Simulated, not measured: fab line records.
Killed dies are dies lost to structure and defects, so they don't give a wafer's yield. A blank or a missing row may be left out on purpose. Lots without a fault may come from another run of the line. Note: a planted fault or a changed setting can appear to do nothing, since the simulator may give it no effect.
Split-lot trial ; flow berkeley_cmos170 ; route with 331 steps; 5 lots, 23 wafers read

## ON THE SPLIT
At UCB170_PVT_COAT_01 (resist thk 900 nm), the setting resist_thk_nm was moved away from the recipe's 900 nm on 9 of the 23 wafers read, by -5.4% to -3.1%. The other wafers ran this setting at the recipe's value.

The split's own step is where the reading is taken.

## THE READING
KrF_of_PVT_COAT_01.thk_nm (the simulator's own value, which no gauge read), in nm, at UCB170_PVT_COAT_01 (resist thk 900 nm). The file does not state a usual value for it. The 14 wafers here that ran the recipe average 899.5 nm, standard deviation 1.9 nm.

wafer;tool, chamber at the split;resist_thk_nm as run, nm;against the recipe;KrF_of_PVT_COAT_01.thk_nm, nm;against lot-mates on the recipe
L076.1;litho_track-02, 0;900;recipe;901.9;-
L076.6;litho_track-02, 0;900;recipe;901.9;-
L076.3;litho_track-02, 0;900;recipe;898.8;-
L075.1;litho_track-03, 0;900;recipe;899.3;-
L075.2;litho_track-03, 0;851.1;-5.4%;851.4;-48.1
L075.3;litho_track-03, 0;851.1;-5.4%;849.2;-50.3
L075.5;litho_track-03, 0;900;recipe;899.8;-
L075.6;litho_track-03, 0;851.1;-5.4%;851;-48.5
L077.1;litho_track-04, 0;900;recipe;900.7;-
L077.3;litho_track-04, 0;900;recipe;900.7;-
L077.2;litho_track-04, 0;900;recipe;899.5;-
L077.4;litho_track-04, 0;900;recipe;896.2;-
L077.6;litho_track-04, 0;900;recipe;899;-
L080.1;litho_track-03, 0;864.5;-3.9%;860.2;-36.2
L080.2;litho_track-03, 0;900;recipe;896.2;-
L080.3;litho_track-03, 0;864.5;-3.9%;859.6;-36.9
L080.4;litho_track-03, 0;864.5;-3.9%;863;-33.5
L080.5;litho_track-03, 0;900;recipe;896.7;-
L084.2;litho_track-04, 0;900;recipe;900.6;-
L084.3;litho_track-04, 0;872.1;-3.1%;873.6;-27.2
L084.4;litho_track-04, 0;872.1;-3.1%;873.2;-27.6
L084.6;litho_track-04, 0;872.1;-3.1%;873.2;-27.6
L084.5;litho_track-04, 0;900;recipe;901.1;-

FIT RESULTS
A straight line over all 23 wafers: KrF_of_PVT_COAT_01.thk_nm changes by +9.13 nm for each +1% of resist_thk_nm; r = +0.99; the points scatter about the line by 2.1 nm.
The same after taking each lot's own level away (the mean of its wafers on the recipe; 23 wafers): +9 nm for each +1%; r = +1.00; scatter 1.2 nm.
Per that fit: largest resist_thk_nm move, reading shift of 49 nm.
From 896.45 to 900.87 nm: that is the span of the lots' own levels, equal to 2.4 times the standard deviation above.
The two slopes agree, so the slope changes little with the lot-to-lot level.
Check: with one of the wafers moved furthest among these (-5.4%) left out of the fit, the line predicts -49 nm for it against its lot-mates. It came out at -48.1 nm against them.

## ADDITIONAL SPLITS CARRIED BY THESE WAFERS
Before the reading, these wafers also passed through other splits. Each is held against what the fit with the lots' levels taken away leaves over:
other split on the same wafers;wafers away from the commonest value;r with KrF_of_PVT_COAT_01.thk_nm (lot level and that fit taken away)
UCB170_START_OXIDATION_02 temp_c;18;+0.01
UCB170_WELLDRIVE_OXIDATION_01 ox_time_s;15;-0.03
UCB170_ACTIVE_COAT_08 spin_rpm;7;+0.25
UCB170_ACTIVE_ETCH_15 over_etch_frac;6;+0.17
UCB170_PFIELD_IMPLANT_07 energy_kev;7;-0.15
UCB170_SCREENOX_OXIDATION_01 ox_time_s;18;-0.07
UCB170_NVT_IMPLANT_07 energy_kev;5;+0.18

## THE WHOLE CHAIN: every reading that the file lists as answering this split, in the file's order
step;what it does;reading;change (the file's fit);r (the file's)
UCB170_PVT_COAT_01;resist thk 900 nm;KrF_of_PVT_COAT_01.thk_nm (the simulator's own value, which no gauge read);+8.99 nm for each +1% of the setting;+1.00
UCB170_PVT_STRIP_08;strips in O2;strip_time_to_endpoint_s;withheld for each +1% of the setting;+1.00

## THE FILE'S OWN FIT
KrF_of_PVT_COAT_01.thk_nm changes by +8.99 nm for each +1% of resist_thk_nm, r = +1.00.
